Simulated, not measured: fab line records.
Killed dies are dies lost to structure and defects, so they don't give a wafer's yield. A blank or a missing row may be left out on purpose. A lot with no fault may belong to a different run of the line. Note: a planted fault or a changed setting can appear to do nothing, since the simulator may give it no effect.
A struck lot beside a sound one | flow berkeley cmos170 | 43 out of 331 route steps
Sound: wafers L481.4, L481.5, L481.6. Struck: wafers L483.2, L483.5. (L483.6 of the same lot was not struck and is left out.) The cause comes at the end.
At each step with rows: each side's tool, then ch and its chambers, then its first start. Under that, the readings that differ: sound wafers | struck wafers | difference of the means | sigmas: that difference in standard deviations of wafers without a fault.
alike: readings whose means differ by less than 2 such deviations, and words and numbers that are the same on both sides. not compared: withheld readings, readings that some wafer has no value for, bounds like >300 that may hide the same value, and numbers for which the record gives no deviation and whose values overlap.
A row with sigmas, a row that says differs or no value, or rows on one side alone: a step with any of these is where the two part. Numbers that have no deviation but don't overlap get no sigmas and don't part them. A reading that every wafer of one side lacks parts them only if that side has two wafers or more.

first, 4 steps without rows for these wafers: UCB170_M2_SOFTBAKE_11 (time 60 s); UCB170_M2_EXPOSE_12 (exposes mask METAL2, target cd 700 nm); UCB170_M2_PEB_13; UCB170_M2_DEVELOP_14 (develop time 45 s).
UCB170_M2_CD_MEAS_15: the cd target is 700 nm.
  sound on cd sem-01, day 7 09:29; struck on cd sem-01, day 7 15:36
  alike: cd nm
UCB170_M2_OVL_MEAS_16:
  sound on overlay-01, day 7 09:34; struck on overlay-01, day 7 15:43
  alike: M2_OVL
UCB170_M2_ETCH_17: etches BARC in N2/H2.
  sound on rie diel-04 ch 2,3, day 7 09:35; struck on rie diel-02 ch 1,2, day 7 15:44
  reading                     | sound       | struck  | difference | sigmas
  drypump motor current A (A) | 5.9 5.9 6.0 | 5.1 5.3 | -0.7       | -2
  alike: oes product au, throttle valve pct
UCB170_M2_METAL_ETCH_18: etches Al in Cl2/BCl3, stops on SiO2, target depth 1170 nm, time 195 s.
  sound on rie metal-01 ch 0,1, day 7 09:41; struck on rie metal-01 ch 0, day 7 15:47
  alike: drypump motor current A, he backside leak sccm, oes product au, throttle valve pct
  not compared: rf hours counter h
UCB170_M2_STRIP_19: strips in O2.
  sound on plasma asher-02 ch 0,1, day 7 09:51; struck on plasma asher-03 ch 0,1, day 7 15:58
  alike: drypump motor current A, oes product au
  not compared: rf hours counter h
UCB170_M2_CD_MEAS_90: the cd target is 700 nm.
  sound on cd sem-02, day 7 09:59; struck on cd sem-02, day 7 16:05
  alike: cd nm
then, 1 step without rows for these wafers: UCB170_V2_CVD_00 (deposits SiO2 from TEOS/O2, target thk 2000 nm, time 250 s).
UCB170_V2_THK_MEAS_01:
  sound on film metro-03, day 7 10:13; struck on film metro-03, day 7 16:21
  alike: V2_TEOS_THK
UCB170_V2_CMP_02: polishes SiO2.
  sound on cmp-02 ch 1,2, day 7 10:15; struck on cmp-02 ch 2, day 7 16:27
  alike: motor current A
UCB170_V2_BOW_MEAS_03:
  sound on film metro-02, day 7 10:37; struck on film metro-03, day 7 16:43
  alike: V2_BOW
UCB170_V2_THK_MEAS_04:
  sound on film metro-02, day 7 10:42; struck on film metro-03, day 7 16:50
  alike: V2_POLISHED_THK
then, 7 steps without rows for these wafers: UCB170_V2_CLEAN_05 (cleans in DIW); UCB170_V2_HMDS_06 (prime time 60 s); UCB170_V2_COAT_07 (resist thk 900 nm); UCB170_V2_SOFTBAKE_08 (time 60 s); UCB170_V2_EXPOSE_09 (exposes mask VIA2, target cd 700 nm); UCB170_V2_PEB_10; UCB170_V2_DEVELOP_11 (develop time 45 s).
UCB170_V2_CD_MEAS_12: the cd target is 700 nm.
  sound on cd sem-02, day 7 11:58; struck on cd sem-02, day 7 18:44
  alike: cd nm
UCB170_V2_OVL_MEAS_13:
  sound on overlay-01, day 7 12:02; struck on overlay-01, day 7 18:51
  alike: V2_OVL
UCB170_V2_ETCH_14: etches SiO2 in CHF3/CF4/Ar, stops on Al, target depth 1250 nm, time 291 s.
  sound on rie diel-04 ch 1,2,3, day 7 12:08; struck on rie diel-02 ch 0,2, day 7 18:53
  alike: drypump motor current A, oes product au, throttle valve pct
  not compared: rf hours counter h
UCB170_V2_STRIP_15: strips in O2.
  sound on plasma asher-01 ch 0,1, day 7 12:16; struck on plasma asher-01 ch 0,1, day 7 19:04
  alike: drypump motor current A, oes product au, strip time to endpoint s
  not compared: rf hours counter h
UCB170_V2_CD_MEAS_90: the cd target is 700 nm.
  sound on cd sem-01, day 7 12:23; struck on cd sem-01, day 7 19:11
  alike: cd nm
then, 2 steps without rows for these wafers: UCB170_M3_PRE_CLEAN_00 (preclean etch time 60 s); UCB170_M3_SPUTTER_01 (material Al, target thk 900 nm, time 120 s).
UCB170_M3_RS_MEAS_02: a four-point-probe measurement.
  sound on film metro-03, day 7 12:40; struck on film metro-03, day 7 19:27
  alike: M3_AL_RS
UCB170_M3_THK_MEAS_03: measures by xrf.
  sound on film metro-03, day 7 12:45; struck on film metro-03, day 7 19:34
  alike: M3_AL_THK
then, 11 steps without rows for these wafers: UCB170_M3_HMDS_04 (prime time 60 s); UCB170_M3_COAT_05 (resist thk 900 nm); UCB170_M3_SOFTBAKE_06 (time 60 s); UCB170_M3_STRIP_07 (strips in O2); UCB170_M3_STRIP_08 (strips KrF in DMSO, time 600 s); UCB170_M3_COAT_09; UCB170_M3_COAT_10 (resist thk 900 nm); UCB170_M3_SOFTBAKE_11 (time 60 s); UCB170_M3_EXPOSE_12 (exposes mask METAL3, target cd 700 nm); UCB170_M3_PEB_13; UCB170_M3_DEVELOP_14 (develop time 45 s).
UCB170_M3_PROBE_99:
  the record has rows for the struck wafers here (prober-02, day 7 23:02) and none for the sound ones

== WHERE THEY PART ==
At UCB170_M2_ETCH_17 first; at UCB170_M3_PROBE_99 last (within this record only).

WHY: what the simulator had put in
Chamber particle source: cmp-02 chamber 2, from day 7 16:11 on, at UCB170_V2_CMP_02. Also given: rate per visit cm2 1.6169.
